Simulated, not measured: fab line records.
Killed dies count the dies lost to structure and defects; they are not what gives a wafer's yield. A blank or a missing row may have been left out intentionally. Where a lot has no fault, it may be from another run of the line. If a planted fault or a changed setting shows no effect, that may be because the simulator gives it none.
Problem report, 8D (eight disciplines) form, completed by code -- flow rit cmos -- the parts of the form that need people (team, actions taken, sign-off) are left out

== 1. WHAT IS WRONG ==
Wafers without a fault read 1400.1 nm with a standard deviation of 2.1, while cd nm at RIT_ACTIVE_CD_MEAS_11 averages 1352.3 nm across 3 wafers of 1 lot. That puts it -23 standard deviations away from the usual mean.
The step: target cd 1400 nm.
First observed at day 6 10:30: wafer L738.1, on cd sem-01. The record holds 39 wafers of 13 lots with a number at this step. Rule for "out", or "out of limits": more than 4 standard deviations from the usual mean. All remaining wafers that have a number are taken as sound.

== 2. WHAT IT IS, AND WHAT IT ISN'T ==
question,is,is not
which readings at this step,cd nm,-
which lots,L738,"L715, L716, L717, L719, L720, L721, L723, L724, L725, L726, L729, L731"
which wafers of those lots,all that have a number,-
read on which gauges,cd sem-01,cd sem-02
when,from day 6 10:30,up to then (36 sound wafers)

== 3. THE SUSPECTS, EACH WITH WHAT RULES IT OUT ==
Counting: a tool at a process step up to the reading stays a suspect if it ran every lot that is out and no sound lot after the first of them.
- the gauge at RIT_ACTIVE_CD_MEAS_11 has been ruled out. All the wafers that are out were read on cd sem-01, but those of them that RIT_ACTIVE_EXPOSE_08 has rows for are out there too, on other tools.
- iline stepper-01 at RIT_ACTIVE_EXPOSE_08 (exposes mask M1, target cd 1400 nm): kept. It ran the lot that is out, L738 (day 6 10:06), and no sound lot after that; its last sound lot up to then is L731 (day 5 00:11). Its own exposure dose mJ cm2 readings are out on those wafers.
Left after counting: iline stepper-01 at RIT_ACTIVE_EXPOSE_08.

== 4. THE CAUSE (what the simulator had put in) ==
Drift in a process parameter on iline stepper-01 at RIT_ACTIVE_EXPOSE_08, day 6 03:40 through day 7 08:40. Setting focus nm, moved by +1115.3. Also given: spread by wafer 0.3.
The count eliminated every tool but this one.

== 5. SEQUENCE OF EFFECTS, ordered by route ==
Rows list readings where the struck wafers' mean (over those with a number) sits beyond 3 standard deviations from the usual. Only readings for which the record gives a usual standard deviation are gone through. hours: the time from each lot's start at the first step in this table that gives one to its start at this step, as a median over the lots. sigmas: the change in usual standard deviations.
hours,step,reading,usual,on struck wafers,change,sigmas
0,RIT_ACTIVE_EXPOSE_08,exposure dose mJ cm2,226.6,215.2,-11.4,-6.7
0,RIT_ACTIVE_CD_MEAS_11,cd nm,1400.1 nm,1352.3,-47.8,-23
It contains these process steps:
- RIT_ACTIVE_EXPOSE_08: exposes mask M1, target cd 1400 nm.

== 6. WHAT WOULD HAVE CAUGHT IT SOONER ==
Counted from the fault's start at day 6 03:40, it took 7 hours until the first out-of-limits reading at a measuring or inspecting step in this record, taken at day 6 10:30.
Tool's own readings at RIT_ACTIVE_EXPOSE_08, exposure dose mJ cm2: out on all struck wafers the step has rows for; an alarm limit on them would have tripped on the first.
By day 6 10:30 the whole set of lots that are out, 1 in number, had already begun RIT_ACTIVE_EXPOSE_08 on iline stepper-01. Had the tool been put on hold then, not one of them would have been saved.
